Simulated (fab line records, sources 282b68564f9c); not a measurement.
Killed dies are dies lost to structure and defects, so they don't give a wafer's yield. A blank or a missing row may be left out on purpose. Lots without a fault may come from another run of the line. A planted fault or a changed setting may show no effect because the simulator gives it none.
A struck lot beside a sound one | flow rit_cmos | 44 steps out of a route of 202
Sound: wafers L687.1, L687.5, L687.6. Struck: wafers L698.1, L698.5, L698.6. The cause comes at the end.
At each step with rows: each side's tool, then ch and its chambers, then its first start. Under that, the readings that differ: sound wafers | struck wafers | difference of the means | sigmas: that difference in standard deviations of wafers without a fault.
alike: readings whose means differ by less than 2 such deviations, and words and numbers that are the same on both sides. not compared: withheld readings, readings that some wafer has no value for, bounds like >300 that may hide the same value, and numbers for which the record gives no deviation and whose values overlap.
The two part at a step that has a row with sigmas, a row that says differs or no value, or rows on one side only. Numbers that don't overlap but have no deviation are shown without sigmas and don't part them. A reading that every wafer of one side lacks parts them only if that side has two wafers or more.

first, 3 steps without rows for these wafers: RIT_REOX_CLEAN_01 (cleans in dHF, time 30 s); RIT_REOX_CLEAN_02 (cleans in SC2, time 600 s); RIT_REOX_OXIDATION_03 (target thk 25.2 nm, ox time 5580 s).
RIT_REOX_THK_MEAS_04:
  sound on film_metro-02, day 3 16:51; struck on film_metro-02, day 6 00:05
  alike: REOX_OXIDE_THK
then, 6 steps without rows for these wafers: RIT_NLDD_HMDS_00 (prime time 60 s); RIT_NLDD_COAT_01 (resist thk 1000 nm); RIT_NLDD_SOFTBAKE_02 (time 60 s); RIT_NLDD_EXPOSE_03 (exposes mask M7, target cd 40700 nm); RIT_NLDD_PEB_04; RIT_NLDD_DEVELOP_05 (develop time 50 s).
RIT_NLDD_OVL_MEAS_06:
  sound on overlay-02, day 3 17:53; struck on overlay-02, day 6 00:59
  alike: NLDD_OVL
then, 1 step without rows for these wafers: RIT_NLDD_HARDBAKE_07 (time 60 s).
RIT_NLDD_IMPLANT_08:
  sound on implanter-01 ch 0, day 3 18:05; struck on implanter-02 ch 0, day 6 01:11
  reading            | sound                         | struck                        | difference | sigmas
  dose_ions_cm2      | 4.991e+14 4.989e+14 4.998e+14 | 3.662e+14 3.663e+14 3.666e+14 | -1.329e+14 | -99 or more
  faraday_current_uA | 1559 1620 1618                | 1182 1138 1145                | -444       | -14
RIT_NLDD_STRIP_09: strips in O2, time 180 s.
  sound on plasma_asher-01 ch 0,1, day 3 18:14; struck on plasma_asher-04 ch 0,1, day 6 01:20
  alike: drypump_motor_current_A
  not compared: rf_hours_counter_h
RIT_NLDD_TW_MEAS_10:
  sound on film_metro-04, day 3 18:25; struck on film_metro-03, day 6 01:30
  reading | sound          | struck         | difference | sigmas
  NLDD_TW | 2486 2469 2494 | 2304 2296 2305 | -181       | -9
then, 6 steps without rows for these wafers: RIT_PLDD_HMDS_00 (prime time 60 s); RIT_PLDD_COAT_01 (resist thk 1000 nm); RIT_PLDD_SOFTBAKE_02 (time 60 s); RIT_PLDD_EXPOSE_03 (exposes mask M8, target cd 40900 nm); RIT_PLDD_PEB_04; RIT_PLDD_DEVELOP_05 (develop time 50 s).
RIT_PLDD_OVL_MEAS_06:
  sound on overlay-01, day 3 19:27; struck on overlay-02, day 6 02:32
  alike: PLDD_OVL
then, 2 steps without rows for these wafers: RIT_PLDD_HARDBAKE_07 (time 60 s); RIT_PLDD_IMPLANT_08.
RIT_PLDD_STRIP_09: strips in O2, time 180 s.
  sound on plasma_asher-02 ch 0,1, day 3 19:47; struck on plasma_asher-02 ch 0,1, day 6 02:52
  alike: drypump_motor_current_A
  not compared: rf_hours_counter_h
RIT_PLDD_TW_MEAS_10:
  sound on film_metro-01, day 3 19:58; struck on film_metro-04, day 6 03:03
  alike: PLDD_TW
then, 4 steps without rows for these wafers: RIT_SPACER_CLEAN_00 (cleans in SC1, time 600 s); RIT_SPACER_CLEAN_01 (cleans in dHF, time 30 s); RIT_SPACER_CLEAN_02 (cleans in SC2, time 600 s); RIT_SPACER_CVD_03 (deposits Si3N4 from SiH2Cl2/NH3, target thk 250 nm, time 3300 s).
RIT_SPACER_THK_MEAS_04:
  sound on film_metro-04, day 3 22:18; struck on film_metro-02, day 6 05:23
  reading                 | sound             | struck            | difference | sigmas
  SPACER_NITRIDE_THK (nm) | 252.9 255.4 251.8 | 250.1 247.0 248.7 | -4.8       | -2
RIT_SPACER_ETCHBACK_05: etches Si3N4 in SF6/CHF3, stops on SiO2, target depth 250 nm, time 240 s.
  sound on rie_diel-02 ch 0,1,3, day 3 22:22; struck on rie_diel-01 ch 1,2,3, day 6 05:27
  alike: drypump_motor_current_A, oes_product_au, throttle_valve_pct
  not compared: rf_hours_counter_h
then, 6 steps without rows for these wafers: RIT_NSD_HMDS_00 (prime time 60 s); RIT_NSD_COAT_01 (resist thk 1000 nm); RIT_NSD_SOFTBAKE_02 (time 60 s); RIT_NSD_EXPOSE_03 (exposes mask M9, target cd 40700 nm); RIT_NSD_PEB_04; RIT_NSD_DEVELOP_05 (develop time 50 s).
RIT_NSD_OVL_MEAS_06:
  sound on overlay-02, day 3 23:36; struck on overlay-01, day 6 06:27
  alike: NSD_OVL
then, 2 steps without rows for these wafers: RIT_NSD_HARDBAKE_07 (time 60 s); RIT_NSD_IMPLANT_08.
RIT_NSD_STRIP_09: strips in O2, time 180 s.
  sound on plasma_asher-03 ch 0,1, day 3 23:56; struck on plasma_asher-03 ch 0,1, day 6 06:47
  alike: drypump_motor_current_A
  not compared: rf_hours_counter_h
RIT_SDANNEAL_RS_MEAS_07: measures by four-point-probe.
  sound on film_metro-04, day 4 02:30; struck on film_metro-03, day 6 09:21
  reading          | sound             | struck            | difference | sigmas
  NLDD_RS (ohm/sq) | 151.3 150.8 151.2 | 195.5 195.1 194.7 | +44.0      | +94
RIT_M1_PROBE_99:
  sound on prober-02, day 4 09:31; struck on prober-01, day 6 16:19
  reading                             | sound             | struck            | difference | sigmas
  model.etest.nmos_0p15.r_on_ohm_um   | 1155 1068 1079    | 1387 1343 1358    | +262       |
  model.etest.nmos_0p3.r_on_ohm_um    | 2194 2140 2138    | 2407 2366 2404    | +235       |
  model.etest.nldd.rs_ohm_sq          | 378.2 366.8 365.6 | 517 516.1 516.1   | +146       |
  model.etest.nmos_turned.drive_ua_um | 309.2 326.4 332   | 211.4 219.1 212.1 | -108.3     |
  model.etest.nmos_0p15.drive_ua_um   | 450.9 470.4 468.5 | 391.7 406.3 393.8 | -66.0      |
  model.etest.nldd.line_ohm_um        | 120.6 116.7 116.5 | 163 162.1 161.7   | +44        |
  model.etest.nmos_narrow.drive_ua_um | 218.8 215.5 214.4 | 207.7 211.9 207.3 | -7.3       |
  model.etest.nmos_0p3.drive_ua_um    | 221.6 217.6 220.7 | 207.1 212.9 206.5 | -11.1      |
  alike: killed_at_front_end, killed_dies, killed_open, killed_short

WHERE THEY PART
First at RIT_NLDD_IMPLANT_08; last, within this record, at RIT_SDANNEAL_RS_MEAS_07. Later steps at which nothing parts them and some readings are alike: RIT_M1_PROBE_99.

WHY: what the simulator had put in
Process parameter drift: implanter-02, from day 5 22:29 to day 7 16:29, at RIT_NLDD_IMPLANT_08. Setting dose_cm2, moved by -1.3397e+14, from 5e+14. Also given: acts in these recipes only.
